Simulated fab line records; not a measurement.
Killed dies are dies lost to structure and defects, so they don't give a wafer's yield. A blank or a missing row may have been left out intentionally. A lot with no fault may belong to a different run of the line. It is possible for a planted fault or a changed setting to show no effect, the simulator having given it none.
Which tool is to blame?    flow rit_cmos    45 wafers from 15 lots sampled at 3 of the route's 202 steps

WHAT THE GAUGES READ, wafer by wafer
RIT_NWELL_TW_MEAS_10. Usual: NWELL_TW 2150, standard deviation 17.
lot   measured     on             NWELL_TW        flag
L786  day 2 02:41  film_metro-01  2177 2184 2177  
L787  day 2 06:58  film_metro-03  2131 2125 2124  
L788  day 2 12:31  film_metro-01  2175 2172 2184  
L789  day 2 16:53  film_metro-02  2129 2124 2136  
L790  day 2 21:57  film_metro-03  2125 2144 2139  
L791  day 3 03:04  film_metro-03  2145 2148 2150  
L794  day 3 19:44  film_metro-01  2145 2154 2161  
L795  day 3 23:04  film_metro-02  2137 2138 2141  
L796  day 4 05:18  film_metro-02  2127 2118 2113  
L797  day 4 08:59  film_metro-02  2124 2110 2127  
L798  day 4 14:30  film_metro-01  2163 2172 2164  
L800  day 5 00:00  film_metro-01  2168 2168 2150  
L802  day 5 10:46  film_metro-01  2167 2169 2171  
L806  day 6 11:32  film_metro-03  2140 2158 2142  
L808  day 6 19:10  film_metro-03  2147 2141 2140  

RIT_NRETRO_TW_MEAS_10. Usual: NRETRO_TW 1049, standard deviation 8.5.
lot   measured     on             NRETRO_TW       flag
L786  day 2 11:14  film_metro-02  1039 1044 1051  
L787  day 2 15:53  film_metro-02  1042 1051 1047  
L788  day 2 21:07  film_metro-01  1064 1066 1061  
L789  day 3 02:21  film_metro-04  1050 1043 1041  
L790  day 3 07:24  film_metro-02  1049 1041 1046  
L791  day 3 12:28  film_metro-02  1042 1046 1045  
L794  day 4 04:25  film_metro-02  1118 1121 1117  OFF
L795  day 4 07:29  film_metro-04  1042 1045 1046  
L796  day 4 13:51  film_metro-02  1113 1120 1120  OFF
L797  day 4 17:32  film_metro-04  1122 1115 1124  OFF
L798  day 4 23:58  film_metro-04  1044 1039 1036  
L800  day 5 08:51  film_metro-02  1049 1046 1048  
L802  day 5 19:26  film_metro-01  1066 1063 1069  
L806  day 6 20:05  film_metro-02  1052 1054 1054  
L808  day 7 03:35  film_metro-02  1058 1052 1053  

EACH LOT AND THE TOOL THAT RAN IT (in order: tool; ch and the chambers of the sampled wafers; start)
lot   RIT_NRETRO_IMPLANT_08
L786  implanter-01 ch 0, day 2 10:56
L787  implanter-02 ch 0, day 2 15:34
L788  implanter-02 ch 0, day 2 20:48
L789  implanter-01 ch 0, day 3 02:04
L790  implanter-02 ch 0, day 3 07:05
L791  implanter-02 ch 0, day 3 12:11
L794  implanter-02 ch 0, day 4 04:06
L795  implanter-04 ch 0, day 4 07:11
L796  implanter-02 ch 0, day 4 13:32
L797  implanter-02 ch 0, day 4 17:13
L798  implanter-01 ch 0, day 4 23:38
L800  implanter-04 ch 0, day 5 08:32
L802  implanter-01 ch 0, day 5 19:07
L806  implanter-04 ch 0, day 6 19:46
L808  implanter-01 ch 0, day 7 03:16
- RIT_NRETRO_IMPLANT_08

AS READ BY THE TOOLS THEMSELVES (means over the sampled wafers that have a number; for cases with no such wafer, the mark the record gives instead)
RIT_NRETRO_IMPLANT_08. Usual: beam_energy_keV at 70.000, with a standard deviation of 0.02.
lot   tool          beam_energy_keV  flag
L786  implanter-01  70.012           
L787  implanter-02  69.999           
L788  implanter-02  70.005           
L789  implanter-01  70.000           
L790  implanter-02  69.977           
L791  implanter-02  70.002           
L794  implanter-02  94.529           OFF
L795  implanter-04  70.020           
L796  implanter-02  94.499           OFF
L797  implanter-02  94.483           OFF
L798  implanter-01  69.991           
L800  implanter-04  69.974           
L802  implanter-01  70.001           
L806  implanter-04  69.995           
L808  implanter-01  70.004           

THE ANSWER, worked out from the rows above alone
Rule: a lot counts as off when the mean over its wafers that have a number is more than 3 standard deviations away from the usual mean. Also off: a lot with no number at a reading for which 4 or more lots have one. Where the step has rows for the other lots, those lots are counted as sound. Order of review: gauges by route order, followed by the tools' own readings, for which a lot's mean as printed above is used. The first step at which some lot is off is used, and at that step the reading that is off furthest; a lot without a number counts as furthest.
Off: L794, L796, L797, at RIT_NRETRO_TW_MEAS_10 (NRETRO_TW).
If a tool, at a process step before that reading, ran all the lots that are off and no sound lot after the first of them, it fits. The gauges at RIT_NRETRO_TW_MEAS_10 aren't tried: what is off there is off at RIT_NRETRO_IMPLANT_08 too, on other tools, and a gauge's error can't cause that. One fits: RIT_NRETRO_IMPLANT_08 on implanter-02. A fault onset in the window from L791 (day 3 12:11, its last sound lot) to L794 (day 4 04:06, its first lot off) fits.
On the lots that are off, the tool's own readings at RIT_NRETRO_IMPLANT_08 differ by more than 5 times the standard deviation of the sound lots' means, which bears it out; beam_energy_keV reads 94.504 there versus 69.998 on the sound lots.

WHAT THE SIMULATOR PUT IN
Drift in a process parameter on implanter-02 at RIT_NRETRO_IMPLANT_08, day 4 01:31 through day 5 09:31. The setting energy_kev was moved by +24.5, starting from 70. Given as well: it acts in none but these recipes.
Struck lots among those shown: L794, L796, L797. The rule above found the same.
